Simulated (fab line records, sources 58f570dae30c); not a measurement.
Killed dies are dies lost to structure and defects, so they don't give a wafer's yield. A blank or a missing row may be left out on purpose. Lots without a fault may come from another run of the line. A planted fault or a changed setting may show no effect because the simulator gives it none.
fab line records | flow berkeley_cmos170
record lots=7 wafers=21 last_day=12
route steps=331 shown FIELD@95 SACOX@97 SCREENOX@100 NVT@104
lots that met no fault: from a run of the same line without faults
start_h: hours from the record's first day to the start of the lot's first wafer shown | wait_h: hours since the lot's step before | " the same as in the row above | L1.1+2: a row that stands for several wafers | - no value, or no start given | * or withheld: withheld | < > ~ a bound
route shown NAME@n: a module of which the file shows steps, and the number in the route of the first | usual: mean/standard deviation of fault-free wafers | same: alike in all rows | chamber/n: place in a boat | sites: the reading at each site | _std_site: their standard deviation | _edge_site: outer sites' mean less inner sites' | radius_mm: how far each site lies from the wafer's centre | mask NAME#n: copy n | behind: the tool/chamber that last shaped the wafer | hold: why the lot was held/for how many hours/how that ended | device: the transistor (n, p or np) that didn't switch | end of line: the same wafers' tests at the end of the route | a step without rows: its recipe alone | killed: dies lost to structure and defects at the first sort, not the wafer's yield | map: a wafer's dies, x killed, . not, _ none there
set.NAME: the setting as run; set.NAME@STEP: as run at that earlier step | model.NAME: the simulator's own value behind a step, which no gauge read
lots at some steps of the route; a table a step, a row a wafer
services: from which hour (start_h, from the record's first day; less than 0 if before it) a tool's chamber was out of use, for how many hours, and why
## steps
# step UCB170_FIELD_WET_ETCH_06
# recipe chemistry=BOE dilution=5:1 target=SiO2 temp_c=25 time_s=22
# step UCB170_FIELD_THK_MEAS_90
# recipe reads=SiO2_of_FIELD_OXIDATION_01
# usual FIELD_OXIDE_LEFT_1_THK=439/9.9
# columns lot.wafer tool chamber start_h wait_h FIELD_OXIDE_LEFT_1_THK[nm]
L570.2 film_metro-01 - 116.62 0.1 441
L570.4 " - " " 443
L570.5 " - " " 432
L574.1 film_metro-03 - 140.63 0.0 419
L574.2 " - " " 421
L574.6 " - " " 418
L583.2 film_metro-04 - 181.40 0.0 433
L583.4 " - " " 434
L583.5 " - " " 436
L586.2 film_metro-03 - 195.37 0.0 445
L586.3 " - " " 442
L586.6 " - " " 435
L587.4 film_metro-01 - 195.39 0.0 442
L587.5 " - " " 441
L587.6 " - " " 433
L591.1 film_metro-03 - 215.29 0.0 423
L591.5 " - " " 426
L591.6 " - " " 420
L590.2 film_metro-01 - 215.30 0.0 422
L590.4 " - " " 427
L590.5 " - " " 433
# step UCB170_SACOX_CLEAN_00
# recipe chemistry=dHF dilution=25:1 time_s=7.5
# step UCB170_SACOX_OXIDATION_01
# recipe temp_c=900 ambient=O2 target_thk_a=144 ox_time_s=2400
# step UCB170_SACOX_THK_MEAS_02
# recipe reads=SiO2_of_SACOX_OXIDATION_01
# usual SACOX_OXIDE_THK=14.39/0.24
# columns lot.wafer tool chamber start_h wait_h SACOX_OXIDE_THK[nm]
L570.2 film_metro-04 - 121.61 0.1 14.37
L570.4 " - " " 14.23
L570.5 " - " " 14.24
L574.1 film_metro-04 - 145.49 0.0 14.71
L574.2 " - " " 14.65
L574.6 " - " " 14.44
L583.2 film_metro-03 - 188.22 0.0 14.31
L583.4 " - " " 14.20
L583.5 " - " " 13.88
L586.2 film_metro-04 - 202.58 0.0 14.22
L586.3 " - " " 14.05
L586.6 " - " " 14.20
L587.4 film_metro-03 - 202.60 0.0 14.01
L587.5 " - " " 13.91
L587.6 " - " " 13.92
L591.1 film_metro-02 - 222.29 0.0 14.29
L591.5 " - " " 14.09
L591.6 " - " " 14.43
L590.2 film_metro-04 - 222.30 0.0 14.77
L590.4 " - " " 14.79
L590.5 " - " " 14.65
# step UCB170_SCREENOX_WET_ETCH_00
# recipe chemistry=dHF dilution=25:1 target=SiO2 temp_c=25 time_s=200
# step UCB170_SCREENOX_OXIDATION_01
# recipe temp_c=900 ambient=O2 target_thk_a=144 ox_time_s=2400
# step UCB170_SCREENOX_THK_MEAS_02
# recipe reads=SiO2_of_SCREENOX_OXIDATION_01
# usual SCREENOX_OXIDE_THK=14.32/0.24
# columns lot.wafer tool chamber start_h wait_h SCREENOX_OXIDE_THK[nm]
L570.2 film_metro-03 - 127.38 0.1 14.36
L570.4 " - " " 14.23
L570.5 " - " " 14.23
L574.1 film_metro-01 - 149.60 0.1 14.29
L574.2 " - " " 13.90
L574.6 " - " " 14.29
L583.2 film_metro-02 - 194.23 0.0 14.35
L583.4 " - " " 14.13
L583.5 " - " " 14.13
L586.2 film_metro-01 - 208.32 0.0 14.12
L586.3 " - " " 14.09
L586.6 " - " " 14.06
L587.4 film_metro-03 - 208.34 0.0 14.18
L587.5 " - " " 14.28
L587.6 " - " " 14.30
L591.1 film_metro-02 - 227.01 0.0 14.35
L591.5 " - " " 14.54
L591.6 " - " " 14.56
L590.2 film_metro-03 - 227.02 0.0 14.35
L590.4 " - " " 14.55
L590.5 " - " " 14.27
# step UCB170_SCREENOX_ANNEAL_03
# recipe temp_c=900 time_s=900 ambient=N2
# step UCB170_NVT_HMDS_00
# recipe prime_time_s=60 prime_temp_c=100
# step UCB170_NVT_COAT_01
# recipe resist=KrF spin_rpm=1500 resist_thk_nm=900
# step UCB170_NVT_SOFTBAKE_02
# recipe resist=KrF temp_c=130 time_s=60
# step UCB170_NVT_EXPOSE_03
# recipe mask_id=PWELL target_cd_nm=3000 na=0.5 sigma_outer=0.6 source_shape=conventional dose_mj=30
# usual exposure_dose_mJ_cm2=29.99/0.031 focus_offset_nm=0.1/0.6 na=0.5/0
# columns lot.wafer tool chamber start_h wait_h mask exposure_dose_mJ_cm2 focus_offset_nm na
L570.2 krf_scanner-01 0 134.54 0.5 PWELL#0 30.01 -0.2 0.5
L570.4 " 0 " " PWELL#0 30.04 -0.5 0.5
L570.5 " 0 " " PWELL#0 29.99 -0.2 0.5
L574.1 krf_scanner-02 0 156.99 0.4 PWELL#0 29.99 0.3 0.5
L574.2 " 0 " " PWELL#0 29.96 0.3 0.5
L574.6 " 0 " " PWELL#0 29.98 0.9 0.5
L583.2 krf_scanner-02 - 201.73 0.5 PWELL#0 - - -
L583.4 " - " " PWELL#0 - - -
L583.5 " - " " PWELL#0 - - -
L586.2 krf_scanner-02 - 214.18 0.2 PWELL#0 - - -
L586.3 " - " " PWELL#0 - - -
L586.6 " - " " PWELL#0 - - -
L587.4 krf_scanner-02 - 214.34 0.2 PWELL#0 - - -
L587.5 " - " " PWELL#0 - - -
L587.6 " - " " PWELL#0 - - -
L591.1 krf_scanner-01 0 234.45 0.1 PWELL#0 30.05 -1.0 0.5
L591.5 " 0 " " PWELL#0 30.00 -0.4 0.5
L591.6 " 0 " " PWELL#0 30.00 -0.5 0.5
L590.2 krf_scanner-02 0 234.72 0.4 PWELL#0 29.95 -0.2 0.5
L590.4 " 0 " " PWELL#0 29.98 -0.7 0.5
L590.5 " 0 " " PWELL#0 30.00 -1.2 0.5
# step UCB170_NVT_PEB_04
# recipe peb_temp_c=130 peb_time_s=withheld resist=KrF
## services
# columns tool chamber start_h hours kind
krf_scanner-02 - 112.86 0.8 pm
krf_scanner-02 - 117.71 1.3 pm
krf_scanner-01 0 122.12 - calibration
krf_scanner-02 - 146.79 8.2 repair
krf_scanner-02 0 150.20 - calibration
krf_scanner-02 - 208.14 4.0 pm
krf_scanner-01 - 217.40 1.0 pm
## key
first_sign step=UCB170_NVT_EXPOSE_03 reading=tool_record direction=missing
effect none on later readings
met_at UCB170_NVT_EXPOSE_03
struck_wafers L583.2,L583.4,L583.5,L586.2,L586.3,L586.6,L587.4,L587.5,L587.6
sort_left_out L583.2,L583.4,L583.5,L586.2,L586.3,L586.6,L587.4,L587.5,L587.6
tester_left_out L583,L586,L587
onset_between 156.99 201.73
fault kind=skipped_step_whole tool=krf_scanner-02 chamber=- onset_h=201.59 steps=UCB170_NVT_EXPOSE_03 scope=struck_lots_only
# tester_left_out: of these lots the tester's yield and bins aren't shown, on N5 and GAA mostly nor the transistor test; their killed dies are dies lost to structure and defects alone, not to doping, threshold or leakage, so they don't give the yield
# sort_left_out: the simulated sort isn't trusted on such a fault, so these wafers' sort isn't shown, and their yield isn't known
